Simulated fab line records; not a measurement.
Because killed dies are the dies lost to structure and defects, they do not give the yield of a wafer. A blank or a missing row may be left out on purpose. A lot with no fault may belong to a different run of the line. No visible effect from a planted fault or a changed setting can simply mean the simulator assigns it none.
Chamber matching	flow rit-cmos	RIT_GATE_ETCH_19 on rie-si-02: 4 sister chambers
The step etches poly-Si in SF6/CHF3/O2, stops on SiO2, time 165 s, target depth 312.5 nm. 4 wafers are shown with their chamber, then 7 later ones without.

== WAFERS WITH THEIR CHAMBER ==
wafer	chamber	throttle-valve-pct (%)
L636.1	3	10.32
L636.6	1	9.92
L640.1	2	10.00
L640.2	0	10.21

== WAFERS WITHOUT THEIR CHAMBER ==
wafer	throttle-valve-pct (%)
L640.4	10.34
L642.1	10.00
L642.3	9.91
L642.5	10.22
L644.1	10.01
L644.5	10.20
L644.6	10.32

== CHAMBER TAKEN BY EACH ==
wafer	from the rows above	in truth
L640.4	3	3
L642.1	2	2
L642.3	1	1
L642.5	0	0
L644.1	2	2
L644.5	0	0
L644.6	3	3
Placed correctly: 7 of 7. From these rows, 0 cannot be placed. Placed wrongly: 0.
How it was worked out, from the rows above alone: a wafer's distance from a chamber is the root of the sum, over the readings, of the square of ((its reading less the chamber's mean) divided by the reading's scatter). If the next closest chamber is less than 2 further off than the closest, the wafer can't be placed; otherwise it belongs to the closest. For every chamber, the mean is computed from those of its wafers that are shown. The scatter (one wafer shown for each chamber): square how far every hidden wafer sits from the nearest shown wafer, average those squares and take the square root.
